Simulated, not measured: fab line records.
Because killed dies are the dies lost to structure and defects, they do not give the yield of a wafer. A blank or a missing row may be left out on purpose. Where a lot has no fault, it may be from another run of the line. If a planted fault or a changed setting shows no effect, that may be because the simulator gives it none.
The tool behind it: which one? :: flow rit-cmos :: 7 lots with 21 wafers sampled at 2 steps, on a route of 202 steps

## WHAT EACH GAUGE READ, for each wafer
RIT_NSD_TW_MEAS_10.
lot: L299
measured: day 3 03:49
on: film-metro-03
NSD_TW: 3104 3103 3117

lot: L301
measured: day 3 15:01
on: film-metro-02
NSD_TW: 3105 3108 3113

lot: L305
measured: day 4 10:57
on: film-metro-04
NSD_TW: 3085 3075 3072

lot: L307
measured: day 4 21:13
on: film-metro-03
NSD_TW: 2995 2985 2999

lot: L309
measured: day 5 06:05
on: film-metro-04
NSD_TW: 2986 2980 2993

lot: L318
measured: day 7 05:47
on: film-metro-03
NSD_TW: 3105 3130 3111

lot: L320
measured: day 7 15:29
on: film-metro-03
NSD_TW: 3124 3112 3112

## EACH LOT AND THE TOOL THAT RAN IT (in order: tool; ch and the chambers of the sampled wafers; start)
lot: L299
RIT_NSD_IMPLANT_08: implanter-01 ch 0, day 3 03:31

lot: L301
RIT_NSD_IMPLANT_08: implanter-02 ch 0, day 3 14:41

lot: L305
RIT_NSD_IMPLANT_08: implanter-04 ch 0, day 4 10:38

lot: L307
RIT_NSD_IMPLANT_08: implanter-04 ch 0, day 4 20:53

lot: L309
RIT_NSD_IMPLANT_08: implanter-04 ch 0, day 5 05:46

lot: L318
RIT_NSD_IMPLANT_08: implanter-02 ch 0, day 7 05:28

lot: L320
RIT_NSD_IMPLANT_08: implanter-01 ch 0, day 7 15:10
- RIT_NSD_IMPLANT_08

## THE ANSWER, worked out from the rows above alone
Rule: what is usual is taken from the lots themselves. Put in order of their means at a reading, lots are off if they are a third of the lots or fewer, leave a main group of 4 or more, and stand apart from it by a gap of 3 or more times the standard deviation of the main group's means; of several such gaps the widest counts. Not used: any main group whose means are identical at the precision the tables above print for the reading. A lot without any number at a reading at which 4 lots or more have one is off too. All remaining lots with rows at the step are treated as sound.
Off: at RIT_NSD_TW_MEAS_10 (NSD_TW), L307, L309. For the main group the mean is 3105 and the standard deviation 14.
If a tool, at a process step before that reading, ran all the lots that are off and no sound lot after the first of them, it fits. Gauges at RIT_NSD_TW_MEAS_10: tried the same way as those tools. One fits: implanter-04 at RIT_NSD_IMPLANT_08. A fault onset in the window from L305 (day 4 10:38, its last sound lot) to L307 (day 4 20:53, its first lot off) fits.

## WHAT THE SIMULATOR PUT IN
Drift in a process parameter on implanter-04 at RIT_NSD_IMPLANT_08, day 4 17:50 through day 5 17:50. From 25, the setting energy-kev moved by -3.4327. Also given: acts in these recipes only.
Struck lots among those shown: L307, L309. The same result came from the rule above.
